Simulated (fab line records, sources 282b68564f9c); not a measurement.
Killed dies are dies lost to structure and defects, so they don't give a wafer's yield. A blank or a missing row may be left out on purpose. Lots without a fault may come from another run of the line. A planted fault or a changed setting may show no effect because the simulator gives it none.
A struck lot beside a sound one | flow rit_cmos | 16 steps out of a route of 202
Sound: wafers L258.2, L258.4, L258.5. Struck: wafers L267.2, L267.4, L267.5. The cause comes at the end.
At each step with rows: each side's tool, then ch and its chambers, then its first start. Under that, the readings that differ: sound wafers | struck wafers | difference of the means | sigmas: that difference in standard deviations of wafers without a fault.
alike: readings whose means differ by less than 2 such deviations, and words and numbers that are the same on both sides. not compared: withheld readings, readings that some wafer has no value for, bounds like >300 that may hide the same value, and numbers for which the record gives no deviation and whose values overlap.
The two part at a step that has a row with sigmas, a row that says differs or no value, or rows on one side only. Numbers that don't overlap but have no deviation are shown without sigmas and don't part them. A reading that every wafer of one side lacks parts them only if that side has two wafers or more.

first, 4 steps without rows for these wafers: RIT_ACTIVE_SOFTBAKE_07 (time 60 s); RIT_ACTIVE_EXPOSE_08 (exposes mask M1, target cd 1400 nm); RIT_ACTIVE_PEB_09; RIT_ACTIVE_DEVELOP_10 (develop time 50 s).
RIT_ACTIVE_CD_MEAS_11: target cd 1400 nm.
  sound on cd_sem-01, day 2 10:35; struck on cd_sem-01, day 4 07:35
  alike: cd_nm
then, 1 step without rows for these wafers: RIT_ACTIVE_HARDBAKE_12 (time 60 s).
RIT_ACTIVE_ETCH_13: etches Si3N4 in SF6, stops on SiO2, time 210 s, target depth 210 nm.
  sound on rie_diel-04 ch 0,2, day 2 10:50; struck on rie_diel-04 ch 1,2,3, day 4 07:50
  alike: SF6_flow_sccm, drypump_motor_current_A, oes_product_au, throttle_valve_pct
  not compared: rf_hours_counter_h
RIT_ACTIVE_STRIP_14: strips in O2, time 180 s.
  sound on plasma_asher-02 ch 0,1, day 2 10:58; struck on plasma_asher-02 ch 0, day 4 07:58
  alike: drypump_motor_current_A
  not compared: rf_hours_counter_h
RIT_ACTIVE_CD_MEAS_90: target cd 1400 nm.
  sound on cd_sem-02, day 2 11:10; struck on cd_sem-02, day 4 08:10
  alike: cd_nm
then, 3 steps without rows for these wafers: RIT_ACTIVE_CLEAN_15 (cleans in SC1, time 600 s); RIT_ACTIVE_CLEAN_16 (cleans in dHF, time 30 s); RIT_ACTIVE_CLEAN_17 (cleans in SC2, time 600 s).
RIT_FOX1_OXIDATION_00: target thk 350.7 nm, ox time 1130 s.
  sound on furnace-04 ch 0, day 2 14:50; struck on furnace-03 ch 0, day 4 08:39
  reading                                     | sound                | struck               | difference | sigmas
  spike_tc_centre_C (C)                       | 1101.0 1100.9 1100.7 | 1079.7 1077.5 1077.9 | -22.5      | -17
  spike_tc_load_C (C)                         | 1132 1134 1134       | 1100 1099 1098       | -34        | -6
  spike_tc_source_C (C)                       | 1127.7 1125.9 1125.7 | 1100.6 1102.6 1103.1 | -24.3      | -14
  tube_center_temp_C (C)                      | 1100 1100 1100.1     | 1075 1074.8 1075.2   | -25        | -99 or more
  tube_center_temp_C_max                      | 1102.5 1103.4 1102.5 | 1077.6 1077.9 1078.6 | -24.8      | -56
  model.SiO2_of_FOX1_OXIDATION_00.thk_nm (nm) | 358.3 364.4 359.8    | 298.1 302.1 305.6    | -58.9      |
  alike: zone_power_source_pct
RIT_FOX1_THK_MEAS_01:
  sound on film_metro-01, day 2 16:10; struck on film_metro-01, day 4 09:58
  reading             | sound       | struck      | difference | sigmas
  FOX1_OXIDE_THK (nm) | 358 364 360 | 298 302 305 | -59        | -8
then, 1 step without rows for these wafers: RIT_FOX1_WET_ETCH_02 (etches SiO2 in BOE, target depth 350 nm, time 390 s).
RIT_M1_PROBE_99:
  sound on prober-01, day 4 09:16; struck on prober-01, day 6 01:22
  reading                             | sound          | struck         | difference | sigmas
  model.etest.pplus_sal.width_nm (nm) | 3422 3415 3413 | 3497 3500 3501 | +83        |
  model.etest.nplus_sal.width_nm (nm) | 3430 3427 3427 | 3508 3489 3476 | +63        |
  model.etest.pldd.width_nm (nm)      | 3133 3132 3139 | 3202 3226 3210 | +78        |
  model.etest.nldd.width_nm (nm)      | 3143 3126 3116 | 3212 3203 3212 | +81        |
  alike: killed_at_contacts, killed_at_front_end, killed_dies, killed_open, killed_short

WHERE THEY PART
First at RIT_FOX1_OXIDATION_00; last, within this record, at RIT_FOX1_THK_MEAS_01. Later steps at which nothing parts them and some readings are alike: RIT_M1_PROBE_99.

WHY: what the simulator had put in
Process parameter drift: furnace-03, from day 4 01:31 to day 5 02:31, at RIT_FOX1_OXIDATION_00. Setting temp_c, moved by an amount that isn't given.
